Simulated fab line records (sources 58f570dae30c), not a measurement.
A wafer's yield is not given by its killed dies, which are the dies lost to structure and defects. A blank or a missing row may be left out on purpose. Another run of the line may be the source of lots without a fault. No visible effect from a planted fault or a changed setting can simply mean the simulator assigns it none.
Which tool did it?    flow berkeley-cmos170    42 wafers from 14 lots sampled at 4 of the route's 331 steps

WHAT THE GAUGES READ, wafer by wafer
UCB170_ACTIVE_OVL_MEAS_14. Usual: ACTIVE_OVL gives 1 nm (standard deviation 6.1).
lot   measured     on          ACTIVE_OVL (nm)  flag
L146  day 3 16:44  overlay-01  -5 -3 -2         
L147  day 4 03:11  overlay-02  -6 -5 -9         
L149  day 4 22:43  overlay-01  2 -1 -2          
L148  day 4 22:59  overlay-02  0 -3 1           
L150  day 4 23:16  overlay-01  -5 -2 -3         
L152  day 5 05:35  overlay-01  3 -2 6           
L151  day 5 05:42  overlay-02  11 6 -1          
L153  day 5 05:49  overlay-01  12 13 7          
L156  day 6 03:22  overlay-01  7 -7 3           
L160  day 6 20:24  overlay-02  -1 -6 -7         
L161  day 6 20:44  overlay-01  -4 -1 -7         
L165  day 7 22:26  overlay-02  4 -4 -3          
L166  day 8 08:36  overlay-02  -7 -5 -9         
L167  day 8 08:57  overlay-02  -9 -4 -12        

UCB170_CONTACT_THK_MEAS_02. Usual: CONTACT_PSG_THK gives 697 nm (standard deviation 7.9).
lot   measured      on             CONTACT_PSG_THK (nm)  flag
L146  day 6 11:02   film-metro-04  704 691 700           
L147  day 6 14:29   film-metro-02  690 693 693           
L149  day 7 09:32   film-metro-04  699 700 699           
L148  day 7 10:59   film-metro-01  690 688 686           
L150  day 7 10:58   film-metro-04  704 700 702           
L152  day 7 17:54   film-metro-01  684 681 680           
L151  day 7 16:22   film-metro-04  685 697 692           
L153  day 7 16:05   film-metro-01  705 701 702           
L156  day 8 17:16   film-metro-02  706 702 700           
L160  day 9 15:10   film-metro-01  883 884 892           OFF
L161  day 9 16:56   film-metro-04  877 871 874           OFF
L165  day 10 13:50  film-metro-01  680 680 681           
L166  day 10 20:32  film-metro-01  695 697 701           
L167  day 10 22:19  film-metro-01  698 694 698           

TOOL THAT RAN EACH LOT (tool first, then ch and the chambers of the sampled wafers, then the start)
lot   UCB170_GATE_ETCH_14                 UCB170_CONTACT_CVD_01
L146  rie-diel-01 ch 0,2,3, day 5 12:37   lpcvd-02 ch 0, day 6 09:15
L147  rie-diel-02 ch 0,1,3, day 5 18:39   lpcvd-01 ch 1, day 6 12:41
L149  rie-diel-01 ch 0,2,3, day 6 17:20   lpcvd-01 ch 0, day 7 07:45
L148  rie-diel-02 ch 1,2, day 6 17:56     lpcvd-02 ch 0, day 7 09:11
L150  rie-diel-03 ch 0,1,2, day 6 17:37   lpcvd-02 ch 1, day 7 09:11
L152  rie-diel-01 ch 0,3, day 6 23:07     lpcvd-02 ch 1, day 7 16:05
L151  rie-diel-02 ch 0,2,3, day 6 23:09   lpcvd-01 ch 1, day 7 14:34
L153  rie-diel-02 ch 0,1,3, day 6 22:53   lpcvd-02 ch 1, day 7 14:19
L156  rie-diel-03 ch 1,2,3, day 7 22:50   lpcvd-02 ch 0, day 8 15:28
L160  rie-diel-01 ch 0,2,3, day 8 18:56   lpcvd-01 ch 1, day 9 13:21
L161  rie-diel-03 ch 0,2,3, day 8 19:04   lpcvd-01 ch 0, day 9 15:08
L165  rie-diel-03 ch 2,3, day 9 21:32     lpcvd-02 ch 0, day 10 12:01
L166  rie-diel-01 ch 0,1,2, day 10 03:19  lpcvd-02 ch 1, day 10 18:44
L167  rie-diel-03 ch 0,3, day 10 02:54    lpcvd-02 ch 1, day 10 20:32
- UCB170_GATE_ETCH_14: etches BARC in N2/H2.
- UCB170_CONTACT_CVD_01: deposits PSG from SiH4/O2/PH3, target thk 700 nm, time 2820 s.

AS READ BY THE TOOLS THEMSELVES (means over the sampled wafers that have a number; for cases with no such wafer, the mark the record gives instead)
UCB170_GATE_ETCH_14. Usual: drypump-motor-current-A 5.8 A, standard deviation 0.56; oes-product-au 0.993 a.u., standard deviation 0.022; throttle-valve-pct 13.28 %, standard deviation 0.2.
lot   tool         drypump-motor-current-A (A)  oes-product-au (a.u.)  throttle-valve-pct (%)  flag
L146  rie-diel-01  6.3                          0.994                  13.34                   
L147  rie-diel-02  5.4                          0.976                  13.16                   
L149  rie-diel-01  6.3                          1.005                  13.34                   
L148  rie-diel-02  5.5                          0.996                  13.10                   
L150  rie-diel-03  5.8                          0.986                  13.32                   
L152  rie-diel-01  6.3                          0.981                  13.47                   
L151  rie-diel-02  5.9                          0.988                  13.13                   
L153  rie-diel-02  5.4                          0.973                  13.14                   
L156  rie-diel-03  5.6                          0.995                  13.31                   
L160  rie-diel-01  6.3                          0.995                  13.33                   
L161  rie-diel-03  5.9                          0.994                  13.35                   
L165  rie-diel-03  5.7                          0.996                  13.32                   
L166  rie-diel-01  6.0                          0.988                  13.41                   
L167  rie-diel-03  6.1                          1.002                  13.19                   

UCB170_CONTACT_CVD_01. Usual: o2-flow-sccm 89.96 sccm, standard deviation 0.25; sih4-flow-sccm 59.98 sccm, standard deviation 0.17; zone-power-source-pct 6.7 %, standard deviation 0.62.
lot   tool      o2-flow-sccm (sccm)  sih4-flow-sccm (sccm)  zone-power-source-pct (%)  flag
L146  lpcvd-02  90.04                60.07                  8.0                        
L147  lpcvd-01  89.77                59.83                  6.1                        
L149  lpcvd-01  90.11                60.04                  6.7                        
L148  lpcvd-02  89.79                60.03                  7.9                        
L150  lpcvd-02  90.11                59.85                  6.5                        
L152  lpcvd-02  89.78                59.99                  6.4                        
L151  lpcvd-01  89.85                59.86                  6.1                        
L153  lpcvd-02  90.10                59.88                  6.6                        
L156  lpcvd-02  89.97                59.90                  7.9                        
L160  lpcvd-01  134.82               59.95                  6.1                        OFF
L161  lpcvd-01  134.81               60.08                  6.7                        OFF
L165  lpcvd-02  89.74                60.25                  8.0                        
L166  lpcvd-02  89.88                60.12                  6.5                        
L167  lpcvd-02  90.31                60.04                  6.6                        

THE ANSWER, worked out from the rows above alone
Rule: a lot counts as off when the mean over its wafers that have a number is more than 3 standard deviations away from the usual mean. Also off: a lot with no number at a reading for which 4 or more lots have one. All remaining lots with rows at the step are treated as sound. Order of review: gauges by route order, followed by the tools' own readings, for which a lot's mean as printed above is used. The first step at which some lot is off is used, and at that step the reading that is off furthest; a lot without a number counts as furthest.
Off: at UCB170_CONTACT_THK_MEAS_02 (CONTACT_PSG_THK), L160, L161.
A tool fits if, at a process step before that reading, it ran every lot that is off, and no sound lot after the first of them. Not tried: the gauges at UCB170_CONTACT_THK_MEAS_02; whatever is off there is also off at UCB170_CONTACT_CVD_01, on other tools, and gauge error can't account for it. One candidate fits, namely lpcvd-01 at UCB170_CONTACT_CVD_01. Its last sound lot is L151 (day 7 14:34), its first lot that is off L160 (day 9 13:21): a fault that began between those two fits.
The tool's own readings at UCB170_CONTACT_CVD_01 bear it out: on the lots that are off they differ by more than 5 times the standard deviation of the sound lots' means. o2-flow-sccm reads 134.81 sccm there against 89.95 sccm on the sound lots.

WHAT THE SIMULATOR HAD PUT IN
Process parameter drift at UCB170_CONTACT_CVD_01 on lpcvd-01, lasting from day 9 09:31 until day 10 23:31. Setting o2-flow-sccm shifted by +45 from 90.
Struck lots among those shown: L160, L161. The rule given above showed the same thing.
